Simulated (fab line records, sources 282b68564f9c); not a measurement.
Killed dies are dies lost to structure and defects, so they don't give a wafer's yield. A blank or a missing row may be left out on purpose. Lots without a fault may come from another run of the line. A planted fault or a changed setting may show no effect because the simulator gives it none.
A struck lot beside a sound one | flow rit_cmos | 43 steps out of a route of 202
Sound: wafers L664.2, L664.3, L664.6. Struck: wafers L676.1, L676.4, L676.6. The cause comes at the end.
At each step with rows: each side's tool, then ch and its chambers, then its first start. Under that, the readings that differ: sound wafers | struck wafers | difference of the means | sigmas: that difference in standard deviations of wafers without a fault.
alike: readings whose means differ by less than 2 such deviations, and words and numbers that are the same on both sides. not compared: withheld readings, readings that some wafer has no value for, bounds like >300 that may hide the same value, and numbers for which the record gives no deviation and whose values overlap.
The two part at a step that has a row with sigmas, a row that says differs or no value, or rows on one side only. Numbers that don't overlap but have no deviation are shown without sigmas and don't part them. A reading that every wafer of one side lacks parts them only if that side has two wafers or more.

first, 5 steps without rows for these wafers: RIT_ACTIVE_COAT_06 (resist thk 1000 nm); RIT_ACTIVE_SOFTBAKE_07 (time 58.26 s); RIT_ACTIVE_EXPOSE_08 (exposes mask M1, target cd 1400 nm); RIT_ACTIVE_PEB_09; RIT_ACTIVE_DEVELOP_10 (develop time 50 s).
RIT_ACTIVE_CD_MEAS_11: target cd 1400 nm.
  sound on cd_sem-02, day 3 06:28; struck on cd_sem-02, day 5 18:26
  reading    | sound                | struck               | difference | sigmas
  cd_nm (nm) | 1401.0 1401.9 1402.5 | 1397.3 1395.5 1395.6 | -5.7       | -2
then, 1 step without rows for these wafers: RIT_ACTIVE_HARDBAKE_12 (time 60 s).
RIT_ACTIVE_ETCH_13: etches Si3N4 in SF6, stops on SiO2, time 210 s, target depth 210 nm.
  sound on rie_diel-04 ch 0,1,3, day 3 06:43; struck on rie_diel-02 ch 1,2, day 5 18:50
  alike: drypump_motor_current_A, oes_product_au, throttle_valve_pct
  not compared: rf_hours_counter_h
RIT_ACTIVE_STRIP_14: strips in O2, time 180 s.
  sound on plasma_asher-02 ch 0,1, day 3 06:50; struck on plasma_asher-02 ch 0,1, day 5 18:58
  alike: drypump_motor_current_A, o2_flow_sccm
  not compared: rf_hours_counter_h
RIT_ACTIVE_CD_MEAS_90: target cd 1400 nm.
  sound on cd_sem-01, day 3 07:02; struck on cd_sem-02, day 5 19:08
  reading    | sound                | struck               | difference | sigmas
  cd_nm (nm) | 1401.6 1401.8 1402.6 | 1397.6 1395.4 1395.6 | -5.8       | -2
then, 2 steps without rows for these wafers: RIT_ACTIVE_CLEAN_15 (cleans in SC1, time 600 s); RIT_ACTIVE_CLEAN_16 (cleans in dHF, time 30 s).
RIT_ACTIVE_CLEAN_17: cleans in SC2, time 600 s.
  sound on wet_bench-01 ch 2, day 3 07:20; struck on wet_bench-01 ch 3, day 5 19:27
then, 1 step without rows for these wafers: RIT_FOX1_OXIDATION_00 (target thk 350.7 nm, ox time 1130 s).
RIT_FOX1_THK_MEAS_01:
  sound on film_metro-04, day 3 10:26; struck on film_metro-02, day 5 20:56
  alike: FOX1_OXIDE_THK
then, 2 steps without rows for these wafers: RIT_FOX1_WET_ETCH_02 (etches SiO2 in BOE, target depth 350 nm, time 390 s); RIT_FOX2_OXIDATION_00 (target thk 350.7 nm, ox time 1130 s).
RIT_FOX2_THK_MEAS_01:
  sound on film_metro-03, day 3 11:56; struck on film_metro-04, day 5 22:26
  alike: FOX2_OXIDE_THK
then, 2 steps without rows for these wafers: RIT_FOX2_CLEAN_02 (cleans in dHF, time 180 s); RIT_FOX2_WET_ETCH_03 (etches Si3N4 in H3PO4, target depth 195 nm, time 2700 s).
RIT_FOX2_THK_MEAS_90:
  sound on film_metro-03, day 3 12:48; struck on film_metro-03, day 5 23:19
  alike: FIELD_OXIDE_LEFT_1_THK
then, 6 steps without rows for these wafers: RIT_NWELL_HMDS_00 (prime time 60 s); RIT_NWELL_COAT_01 (resist thk 1300 nm); RIT_NWELL_SOFTBAKE_02 (time 58.1 s); RIT_NWELL_EXPOSE_03 (exposes mask M2, target cd 43900 nm); RIT_NWELL_PEB_04; RIT_NWELL_DEVELOP_05 (develop time 68 s).
RIT_NWELL_OVL_MEAS_06:
  sound on overlay-01, day 3 13:44; struck on overlay-02, day 6 00:21
  alike: NWELL_OVL
then, 2 steps without rows for these wafers: RIT_NWELL_HARDBAKE_07 (time 120 s); RIT_NWELL_IMPLANT_08.
RIT_NWELL_STRIP_09: strips in O2, time 180 s.
  sound on plasma_asher-02 ch 0,1, day 3 14:10; struck on plasma_asher-03 ch 0, day 6 00:47
  reading                     | sound       | struck      | difference | sigmas
  drypump_motor_current_A (A) | 5.8 5.3 5.7 | 4.8 4.8 4.8 | -0.8       | -2
  alike: o2_flow_sccm
  not compared: rf_hours_counter_h
RIT_NWELL_TW_MEAS_10:
  sound on film_metro-03, day 3 14:21; struck on film_metro-04, day 6 00:58
  alike: NWELL_TW
then, 6 steps without rows for these wafers: RIT_PWELL_HMDS_00 (prime time 60 s); RIT_PWELL_COAT_01 (resist thk 1300 nm); RIT_PWELL_SOFTBAKE_02 (time 60 s); RIT_PWELL_EXPOSE_03 (exposes mask M3, target cd 43700 nm); RIT_PWELL_PEB_04; RIT_PWELL_DEVELOP_05 (develop time 68 s).
RIT_PWELL_OVL_MEAS_06:
  sound on overlay-01, day 3 15:17; struck on overlay-01, day 6 02:02
  alike: PWELL_OVL
then, 2 steps without rows for these wafers: RIT_PWELL_HARDBAKE_07 (time 120 s); RIT_PWELL_IMPLANT_08.
RIT_PWELL_STRIP_09: strips in O2, time 180 s.
  sound on plasma_asher-02 ch 0,1, day 3 15:43; struck on plasma_asher-04 ch 0,1, day 6 02:28
  alike: drypump_motor_current_A, o2_flow_sccm
  not compared: rf_hours_counter_h
RIT_M1_PROBE_99:
  sound on prober-02, day 5 03:35; struck on prober-02, day 7 12:23
  reading             | sound   | struck   | difference | sigmas
  killed_at_front_end | 12 11 7 | 34 27 32 | +21        | +7
  killed_dies         | 12 11 7 | 34 27 32 | +21        | +7
  killed_on_rim       | 4 2 2   | 6 6 8    | +4         | +3
  alike: killed_at_M0_to_M3, killed_open, killed_short

WHERE THEY PART
First at RIT_ACTIVE_CD_MEAS_11; last, within this record, at RIT_M1_PROBE_99.

WHY: what the simulator had put in
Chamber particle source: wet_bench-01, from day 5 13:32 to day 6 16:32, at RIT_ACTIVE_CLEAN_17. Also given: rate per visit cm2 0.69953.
